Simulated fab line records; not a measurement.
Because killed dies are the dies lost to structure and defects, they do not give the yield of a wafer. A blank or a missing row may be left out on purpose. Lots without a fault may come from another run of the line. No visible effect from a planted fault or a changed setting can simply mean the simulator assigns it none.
Which tool is to blame? | flow berkeley_cmos170 | 42 wafers from 14 lots sampled at 6 of the route's 331 steps

WHAT THE GAUGES READ, wafer by wafer
UCB170_PWELL_THK_MEAS_06.
lot  | measured    | on            | PWELL_NITRIDE_THK (nm)
L413 | day 2 23:55 | film_metro-01 | 218.4 220.0 218.7
L414 | day 3 16:41 | film_metro-04 | 217.3 219.2 220.5
L418 | day 4 01:29 | film_metro-04 | 220.1 221.0 219.3
L417 | day 4 09:04 | film_metro-04 | 220.2 220.3 219.5
L419 | day 4 09:05 | film_metro-01 | 217.1 218.4 217.3
L421 | day 4 17:46 | film_metro-01 | 221.5 221.4 224.1
L422 | day 4 17:40 | film_metro-01 | 218.5 217.8 218.0
L425 | day 5 19:45 | film_metro-04 | 217.1 217.0 216.0
L428 | day 6 12:08 | film_metro-01 | 220.8 221.1 221.2
L430 | day 6 20:25 | film_metro-04 | 269.6 268.7 267.5
L431 | day 6 20:25 | film_metro-01 | 270.9 270.3 269.3
L434 | day 7 14:11 | film_metro-01 | 222.4 222.0 221.5
L435 | day 7 14:11 | film_metro-02 | 218.5 217.8 220.3
L436 | day 7 23:23 | film_metro-04 | 219.9 218.6 218.9

UCB170_NVT_OVL_MEAS_06.
lot  | measured     | on         | NVT_OVL (nm)
L413 | day 5 20:56  | overlay-02 | -2 -4 0
L414 | day 6 14:43  | overlay-01 | -2 0 0
L418 | day 6 23:10  | overlay-01 | 8 7 5
L417 | day 6 23:26  | overlay-02 | 4 -2 2
L419 | day 6 23:00  | overlay-01 | 10 7 7
L421 | day 7 17:23  | overlay-01 | 7 10 9
L422 | day 7 17:10  | overlay-01 | 3 -2 3
L425 | day 8 21:31  | overlay-01 | -1 2 1
L428 | day 9 16:02  | overlay-02 | -3 3 13
L430 | day 10 04:50 | overlay-02 | 19 17 17
L431 | day 10 05:20 | overlay-01 | 7 4 11
L434 | day 10 18:03 | overlay-01 | 14 10 10
L435 | day 10 17:49 | overlay-02 | 0 1 10
L436 | day 11 07:27 | overlay-02 | -4 0 6

UCB170_FIELD_THK_MEAS_91.
lot  | measured     | on            | FIELD_OXIDE_LEFT_2_THK (nm)
L413 | day 5 23:58  | film_metro-02 | 345 357 349
L414 | day 6 18:50  | film_metro-01 | 357 349 346
L418 | day 7 02:48  | film_metro-01 | 350 358 357
L417 | day 7 02:31  | film_metro-04 | 360 352 356
L419 | day 7 02:23  | film_metro-02 | 361 361 363
L421 | day 7 21:28  | film_metro-02 | 370 360 364
L422 | day 7 19:03  | film_metro-04 | 352 360 350
L425 | day 8 23:47  | film_metro-04 | 355 353 358
L428 | day 9 18:55  | film_metro-02 | 349 359 350
L430 | day 10 06:44 | film_metro-04 | 345 336 344
L431 | day 10 07:43 | film_metro-04 | 356 360 347
L434 | day 10 23:56 | film_metro-04 | 374 368 364
L435 | day 10 23:40 | film_metro-01 | 358 360 359
L436 | day 11 09:15 | film_metro-02 | 346 339 341

UCB170_GATE_OVL_MEAS_13.
lot  | measured     | on         | GATE_OVL (nm)
L413 | day 6 13:02  | overlay-02 | 0 2 -2
L414 | day 7 08:32  | overlay-02 | 4 -5 4
L418 | day 7 17:20  | overlay-02 | 7 0 -2
L417 | day 7 17:13  | overlay-02 | 1 -3 -3
L419 | day 7 17:16  | overlay-01 | 12 1 8
L421 | day 8 12:26  | overlay-01 | 7 3 -1
L422 | day 8 12:15  | overlay-01 | 4 3 3
L425 | day 9 20:55  | overlay-02 | 5 3 0
L428 | day 10 09:14 | overlay-01 | 2 -8 -1
L430 | day 10 21:04 | overlay-01 | 6 2 -2
L431 | day 10 21:46 | overlay-02 | 3 -2 2
L434 | day 11 16:14 | overlay-01 | 8 7 10
L435 | day 11 16:05 | overlay-02 | 2 9 5
L436 | day 12 01:00 | overlay-02 | 0 -1 -2

WHICH TOOL RAN EACH LOT (tool, then ch and the chambers of the sampled wafers, then the start)
lot  | UCB170_PWELL_CVD_05        | UCB170_PWELL_ETCH_14
L413 | lpcvd-01 ch 1, day 2 21:56 | rie_diel-03 ch 0,1,3, day 3 00:54
L414 | lpcvd-01 ch 0, day 3 14:46 | rie_diel-02 ch 0,1, day 3 17:38
L418 | lpcvd-02 ch 0, day 3 23:33 | rie_diel-03 ch 0,2,3, day 4 02:47
L417 | lpcvd-02 ch 1, day 4 07:08 | rie_diel-01 ch 1,3, day 4 09:59
L419 | lpcvd-02 ch 0, day 4 07:08 | rie_diel-02 ch 0,1,2, day 4 10:43
L421 | lpcvd-01 ch 1, day 4 15:43 | rie_diel-03 ch 0,2,3, day 4 19:03
L422 | lpcvd-01 ch 1, day 4 15:43 | rie_diel-01 ch 0,1,3, day 4 18:53
L425 | lpcvd-02 ch 1, day 5 17:49 | rie_diel-01 ch 1,2, day 5 21:12
L428 | lpcvd-02 ch 0, day 6 10:11 | rie_diel-03 ch 1,2, day 6 14:10
L430 | lpcvd-01 ch 0, day 6 18:29 | rie_diel-01 ch 0,1,3, day 6 21:28
L431 | lpcvd-01 ch 0, day 6 18:29 | rie_diel-03 ch 0,1,3, day 6 21:56
L434 | lpcvd-02 ch 0, day 7 12:16 | rie_diel-02 ch 0,2,3, day 7 15:29
L435 | lpcvd-02 ch 0, day 7 12:16 | rie_diel-03 ch 0,3, day 7 15:15
L436 | lpcvd-02 ch 0, day 7 21:26 | rie_diel-01 ch 2,3, day 8 00:20
- UCB170_PWELL_CVD_05: deposits Si3N4 from SiH2Cl2/NH3, target thk 220 nm, time 3300 s.
- UCB170_PWELL_ETCH_14: etches Si3N4 in CH3F/Ar/O2, stops on SiO2, target depth 242 nm, time 151 s.

WHAT THE TOOLS THEMSELVES READ (means of the sampled wafers that have a number; where no wafer has one, the mark that the record gives instead)
UCB170_PWELL_CVD_05.
lot  | tool     | susceptor_temp_C (C)
L413 | lpcvd-01 | 800.0
L414 | lpcvd-01 | 800.2
L418 | lpcvd-02 | 800.1
L417 | lpcvd-02 | 800.3
L419 | lpcvd-02 | 799.3
L421 | lpcvd-01 | 800.2
L422 | lpcvd-01 | 800.0
L425 | lpcvd-02 | 800.1
L428 | lpcvd-02 | 799.9
L430 | lpcvd-01 | 799.9
L431 | lpcvd-01 | 800.4
L434 | lpcvd-02 | 800.3
L435 | lpcvd-02 | 799.9
L436 | lpcvd-02 | 800.2

UCB170_PWELL_ETCH_14.
lot  | tool        | drypump_motor_current_A (A) | oes_product_au (a.u.) | throttle_valve_pct (%)
L413 | rie_diel-03 | 5.7                         | 0.941                 | 8.20
L414 | rie_diel-02 | 5.4                         | 0.916                 | 8.16
L418 | rie_diel-03 | 5.8                         | 0.944                 | 8.18
L417 | rie_diel-01 | 5.7                         | 0.946                 | 8.10
L419 | rie_diel-02 | 5.7                         | 0.923                 | 8.17
L421 | rie_diel-03 | 5.8                         | 0.949                 | 8.18
L422 | rie_diel-01 | 5.8                         | 0.950                 | 8.10
L425 | rie_diel-01 | 5.7                         | 0.952                 | 8.03
L428 | rie_diel-03 | 5.2                         | 0.948                 | 8.17
L430 | rie_diel-01 | 5.7                         | 1.005                 | 8.10
L431 | rie_diel-03 | 5.7                         | 0.995                 | 8.19
L434 | rie_diel-02 | 5.6                         | 0.938                 | 8.11
L435 | rie_diel-03 | 6.0                         | 0.942                 | 8.23
L436 | rie_diel-01 | 5.4                         | 0.958                 | 7.92

THE ANSWER, worked out from the rows above alone
Rule: the lots themselves supply what counts as usual. The widest of any qualifying gaps counts: lots, ordered by their means at a reading, are off when they make up no more than a third of the lots, leave a main group of 4 or more, and stand apart from it by 3 or more times the standard deviation of that group's means. A main group whose means are all the same, to the digits that the tables above print for the reading, isn't used. A lot without any number at a reading at which 4 lots or more have one is off too. The other lots that the step has rows for count as sound. After the gauges, taken in route order, come the tools' own readings; for these a lot's mean is taken, as printed above. At the first step where some lot is off, the reading lying furthest off is the one used; lots without a number count as furthest.
Off: L430, L431, at UCB170_PWELL_THK_MEAS_06 (PWELL_NITRIDE_THK). The main group has a mean of 219.5 nm with a standard deviation of 1.6.
A tool fits if, at a process step before that reading, it ran every lot that is off, and no sound lot after the first of them. Not tried: the gauges at UCB170_PWELL_THK_MEAS_06; whatever is off there is also off at UCB170_PWELL_ETCH_14, on other tools, and gauge error can't account for it. One candidate fits, namely lpcvd-01 at UCB170_PWELL_CVD_05. Its last sound lot is L421 (day 4 15:43), its first lot that is off L430 (day 6 18:29): a fault that began between those two fits.

WHAT THE SIMULATOR PUT IN
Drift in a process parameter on lpcvd-01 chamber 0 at UCB170_PWELL_CVD_05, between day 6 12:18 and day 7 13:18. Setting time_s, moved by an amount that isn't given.
Shown lots that were struck: L431, L430. The rule given above showed the same thing.
